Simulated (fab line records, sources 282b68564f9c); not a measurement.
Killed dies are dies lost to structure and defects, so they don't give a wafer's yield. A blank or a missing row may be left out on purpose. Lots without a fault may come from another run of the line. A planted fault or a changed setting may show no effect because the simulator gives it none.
One fault seen from 2 desks | flow rit_cmos | each desk has only its own numbers; what lay behind them comes last

THE METROLOGY DESK
What the gauges read, lot by lot, whatever tool the lot ran on: means of the sampled wafers that have a number. A lot is out of limits, marked OUT, if its mean lies more than 4 standard deviations from the usual mean; the brackets give that distance.
Columns: A = cd_nm at RIT_M1_CD_MEAS_09, usual 2600.5 nm
lot  | first seen here | A
L631 | day 3 17:09     | 2602.1
L632 | day 4 03:05     | 2603.1
L635 | day 4 17:05     | 2596.4
L637 | day 5 06:07     | 2602.9
L638 | day 5 08:40     | 2602.2
L639 | day 5 11:32     | 2598.8
L640 | day 5 15:44     | 2601.9
L641 | day 5 19:10     | 2599.0
L642 | day 6 00:09     | 2599.5
L643 | day 6 04:23     | 2599.7
L644 | day 6 12:16     | 2597.0
L647 | day 7 00:50     | 2620.5 (+9.5) OUT
L649 | day 7 08:07     | 2614.3 (+6.6) OUT
L650 | day 7 15:02     | 2610.8 (+4.9) OUT
L651 | day 7 19:53     | 2597.9
This desk's finding: out of limits on L647, L649, L650; first on L647, day 7 00:50 (cd_nm at RIT_M1_CD_MEAS_09). In limits: L631, L632, L635, L637, L638, L639, L640, L641, L642, L643, L644, L651.

THE TOOL OWNER'S DESK: iline_stepper-01
The tool's own readings at RIT_M1_EXPOSE_06 (exposes mask M12, target cd 2600 nm): means of the sampled wafers that have a number, for each lot that ran on this tool. A lot is out of limits, marked OUT, if its mean lies more than 4 standard deviations from the usual mean; the brackets give that distance.
Columns: A = exposure_dose_mJ_cm2 at RIT_M1_EXPOSE_06, usual 249.88
lot  | first seen here | A
L632 | day 4 02:40     | 250.18
L635 | day 4 16:35     | 249.76
L638 | day 5 08:14     | 249.82
L641 | day 5 18:44     | 249.97
L643 | day 6 03:58     | 250.06
L644 | day 6 11:41     | 249.67
L647 | day 7 00:24     | 233.47 (-66) OUT
L649 | day 7 07:35     | 236.40 (-54) OUT
L650 | day 7 14:36     | 239.31 (-42) OUT
This desk's finding: out of limits on L647, L649, L650; first on L647, day 7 00:24 (exposure_dose_mJ_cm2 at RIT_M1_EXPOSE_06). In limits: L632, L635, L638, L641, L643, L644.

PUT TOGETHER
The tool owner's desk could have raised an alarm at day 7 00:24, on L647, L649, L650.
The metrology desk could have raised an alarm at day 7 00:50, on L647, L649, L650.
Of the lots named, all ran RIT_M1_EXPOSE_06 on iline_stepper-01.

WHAT THE SIMULATOR HAD PUT IN
Process parameter drift: iline_stepper-01, from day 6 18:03 on, at RIT_M1_EXPOSE_06. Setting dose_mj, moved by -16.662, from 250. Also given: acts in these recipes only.
Lots struck among those shown: L647, L649, L650.
Hours from the fault's start to each desk's first reading out of limits: the tool owner's desk, 6; the metrology desk, 7.
